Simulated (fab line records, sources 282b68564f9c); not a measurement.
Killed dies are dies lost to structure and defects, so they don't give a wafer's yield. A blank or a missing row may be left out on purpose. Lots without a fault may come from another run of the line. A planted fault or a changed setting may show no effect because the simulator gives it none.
A struck lot beside a sound one | flow rit_cmos | 32 steps out of a route of 202
Sound: wafers L266.2, L266.3, L266.6. Struck: wafers L274.4, L274.5, L274.6. The cause comes at the end.
At each step with rows: each side's tool, then ch and its chambers, then its first start. Under that, the readings that differ: sound wafers | struck wafers | difference of the means | sigmas: that difference in standard deviations of wafers without a fault.
alike: readings whose means differ by less than 2 such deviations, and words and numbers that are the same on both sides. not compared: withheld readings, readings that some wafer has no value for, bounds like >300 that may hide the same value, and numbers for which the record gives no deviation and whose values overlap.
The two part at a step that has a row with sigmas, a row that says differs or no value, or rows on one side only. Numbers that don't overlap but have no deviation are shown without sigmas and don't part them. A reading that every wafer of one side lacks parts them only if that side has two wafers or more.

RIT_ACTIVE_BOW_MEAS_00:
  sound on film_metro-03, day 1 10:01; struck on film_metro-02, day 3 02:04
  alike: INCOMING_BOW
RIT_ACTIVE_OXIDATION_01: target thk 46.8 nm, ox time 3360 s.
  sound on furnace-01 ch 0, day 1 10:35; struck on furnace-01 ch 0, day 3 03:16
RIT_ACTIVE_THK_MEAS_02:
  sound on film_metro-02, day 1 12:31; struck on film_metro-03, day 3 05:14
  alike: ACTIVE_OXIDE_THK
then, 1 step without rows for these wafers: RIT_ACTIVE_CVD_03 (deposits Si3N4 from SiH2Cl2/NH3, target thk 150 nm, time 1500 s).
RIT_ACTIVE_THK_MEAS_04:
  sound on film_metro-04, day 1 14:00; struck on film_metro-02, day 3 06:43
  alike: ACTIVE_NITRIDE_THK
then, 6 steps without rows for these wafers: RIT_ACTIVE_HMDS_05 (prime time 60 s); RIT_ACTIVE_COAT_06 (resist thk 1000 nm); RIT_ACTIVE_SOFTBAKE_07 (time 60 s); RIT_ACTIVE_EXPOSE_08 (exposes mask M1, target cd 1400 nm); RIT_ACTIVE_PEB_09; RIT_ACTIVE_DEVELOP_10 (develop time 50 s).
RIT_ACTIVE_CD_MEAS_11: target cd 1400 nm.
  sound on cd_sem-01, day 1 15:02; struck on cd_sem-01, day 3 07:39
  alike: cd_nm
then, 1 step without rows for these wafers: RIT_ACTIVE_HARDBAKE_12 (time 60 s).
RIT_ACTIVE_ETCH_13: etches Si3N4 in SF6, stops on SiO2, time 210 s, target depth 210 nm.
  sound on rie_diel-01 ch 0,1, day 1 15:17; struck on rie_diel-01 ch 0,2,3, day 3 07:55
  alike: drypump_motor_current_A, oes_product_au, throttle_valve_pct
  not compared: rf_hours_counter_h
RIT_ACTIVE_STRIP_14: strips in O2, time 180 s.
  sound on plasma_asher-04 ch 0, day 1 15:26; struck on plasma_asher-02 ch 0,1, day 3 08:03
  reading                     | sound       | struck      | difference | sigmas
  drypump_motor_current_A (A) | 6.5 6.5 6.5 | 5.5 5.5 5.5 | -1.0       | -3
  not compared: rf_hours_counter_h
RIT_ACTIVE_CD_MEAS_90: target cd 1400 nm.
  sound on cd_sem-01, day 1 15:37; struck on cd_sem-01, day 3 08:13
  alike: cd_nm
then, 4 steps without rows for these wafers: RIT_ACTIVE_CLEAN_15 (cleans in SC1, time 600 s); RIT_ACTIVE_CLEAN_16 (cleans in dHF, time 30 s); RIT_ACTIVE_CLEAN_17 (cleans in SC2, time 600 s); RIT_FOX1_OXIDATION_00 (target thk 350.7 nm, ox time 1130 s).
RIT_FOX1_THK_MEAS_01:
  sound on film_metro-01, day 1 21:11; struck on film_metro-02, day 3 09:59
  alike: FOX1_OXIDE_THK
then, 2 steps without rows for these wafers: RIT_FOX1_WET_ETCH_02 (etches SiO2 in BOE, target depth 350 nm, time 390 s); RIT_FOX2_OXIDATION_00 (target thk 350.7 nm, ox time 1130 s).
RIT_FOX2_THK_MEAS_01:
  sound on film_metro-01, day 1 23:29; struck on film_metro-02, day 3 11:29
  alike: FOX2_OXIDE_THK
then, 2 steps without rows for these wafers: RIT_FOX2_CLEAN_02 (cleans in dHF, time 180 s); RIT_FOX2_WET_ETCH_03 (etches Si3N4 in H3PO4, target depth 195 nm, time 2700 s).
RIT_FOX2_THK_MEAS_90:
  sound on film_metro-01, day 2 00:22; struck on film_metro-01, day 3 12:22
  alike: FIELD_OXIDE_LEFT_1_THK
then, 4 steps without rows for these wafers: RIT_NWELL_HMDS_00 (prime time 60 s); RIT_NWELL_COAT_01 (resist thk 1300 nm); RIT_NWELL_SOFTBAKE_02 (time 60 s); RIT_NWELL_EXPOSE_03 (exposes mask M2, target cd 43900 nm).
RIT_M1_PROBE_99:
  sound on prober-01, day 3 15:57; struck on prober-01, day 5 08:49
  reading             | sound | struck      | difference | sigmas
  killed_at_front_end | 3 6 6 | 119 120 106 | +110       | +41
  killed_dies         | 3 6 6 | 119 120 106 | +110       | +41
  killed_on_rim       | 2 1 1 | 36 32 30    | +31        | +26
  alike: killed_at_contacts, killed_open, killed_short

WHERE THEY PART
First at RIT_ACTIVE_STRIP_14; last, within this record, at RIT_M1_PROBE_99.

WHY: what the simulator had put in
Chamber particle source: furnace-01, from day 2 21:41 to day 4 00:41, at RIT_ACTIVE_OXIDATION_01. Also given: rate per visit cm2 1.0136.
